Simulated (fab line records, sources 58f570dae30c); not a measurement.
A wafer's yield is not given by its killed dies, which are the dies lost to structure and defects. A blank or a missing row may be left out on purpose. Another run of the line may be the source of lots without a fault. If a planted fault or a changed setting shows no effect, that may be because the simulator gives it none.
The same fault as seen by 2 desks || flow berkeley_cmos170 || every desk sees just its own numbers, and what lay behind them comes last

== THE METROLOGY DESK ==
What the gauges read, lot by lot, whatever tool the lot ran on: means of the sampled wafers that have a number. If a lot's mean is further than 4 standard deviations from the usual mean, the lot is out of limits and carries the mark OUT (the distance appears in the brackets).
Columns: A = GATE_POLY_THK at UCB170_GATE_THK_MEAS_05, usual 212.6 nm; B = cd_nm at UCB170_PSD_CD_MEAS_06, usual 1200.4 nm; C = PSD_TW at UCB170_PSD_TW_MEAS_10, usual 2329
{"lot": "L920", "first seen here": "day 6 13:15", "A": 216.1, "B": 1199.8, "C": 2373}
{"lot": "L921", "first seen here": "day 7 13:48", "A": 212.8, "B": 1199.4, "C": 2292}
{"lot": "L922", "first seen here": "day 7 18:24", "A": 212.8, "B": 1200.4, "C": 2340}
{"lot": "L923", "first seen here": "day 7 18:28", "A": 209.3, "B": 1201.1, "C": 2288}
{"lot": "L926", "first seen here": "day 8 17:32", "A": "245.5 (+18) OUT", "B": 1200.0, "C": 2298}
{"lot": "L927", "first seen here": "day 8 17:32", "A": "245.3 (+18) OUT", "B": 1197.9, "C": 2348}
{"lot": "L934", "first seen here": "day 10 02:44", "A": 213.1, "B": 1201.1, "C": 2304}
{"lot": "L935", "first seen here": "day 10 02:45", "A": 214.6, "B": 1201.8, "C": 2333}
{"lot": "L937", "first seen here": "day 10 20:00", "A": 210.5, "B": 1201.6, "C": 2333}
{"lot": "L938", "first seen here": "day 10 20:00", "A": 210.9, "B": 1200.7, "C": 2295}
{"lot": "L942", "first seen here": "day 11 06:43", "A": 210.1, "B": 1199.0, "C": 2333}
{"lot": "L940", "first seen here": "day 11 06:47", "A": 210.4, "B": 1200.1, "C": 2328}
{"lot": "L941", "first seen here": "day 11 06:47", "A": 213.1, "B": 1202.2, "C": 2352}
{"lot": "L943", "first seen here": "day 12 02:04", "A": 214.1, "B": 1198.8, "C": 2356}
This desk's finding: out of limits on L926, L927; first on L926, day 8 17:32 (GATE_POLY_THK at UCB170_GATE_THK_MEAS_05). L920, L921, L922, L923, L934, L935, L937, L938, L942, L940, L941, L943 stayed within limits.

== DESK OF THE TOOL OWNER: lpcvd-02 ==
The tool's own readings at UCB170_GATE_CVD_04 (deposits poly-Si from SiH4, time 1440 s, target thk 214 nm): means of the sampled wafers that have a number, for each lot that ran on this tool. If a lot's mean is further than 4 standard deviations from the usual mean, the lot is out of limits and carries the mark OUT (the distance appears in the brackets).
Columns: A = zone_power_source_pct at UCB170_GATE_CVD_04, usual 12.3 %
{"lot": "L920", "first seen here": "day 6 11:47", "A": 11.3}
{"lot": "L922", "first seen here": "day 7 17:00", "A": 11.6}
{"lot": "L923", "first seen here": "day 7 17:00", "A": 11.6}
{"lot": "L926", "first seen here": "day 8 16:08", "A": 11.7}
{"lot": "L927", "first seen here": "day 8 16:08", "A": 11.6}
Finding of this desk: none of the 5 lots has anything out of limits.

== TAKEN TOGETHER ==
An alarm was possible from the metrology desk at day 8 17:32, on L926, L927.
The tool owner's desk saw nothing out of limits.
On record at the tool owner's desk: L926, L927, within its limits.
UCB170_GATE_CVD_04 was run on lpcvd-02 by each of the lots named.

== WHAT WAS PUT IN BY THE SIMULATOR ==
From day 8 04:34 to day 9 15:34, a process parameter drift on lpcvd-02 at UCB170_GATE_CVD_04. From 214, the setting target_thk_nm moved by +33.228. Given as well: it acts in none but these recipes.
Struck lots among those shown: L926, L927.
Delay in hours, fault start to first out-of-limits reading, per desk: metrology desk 13.
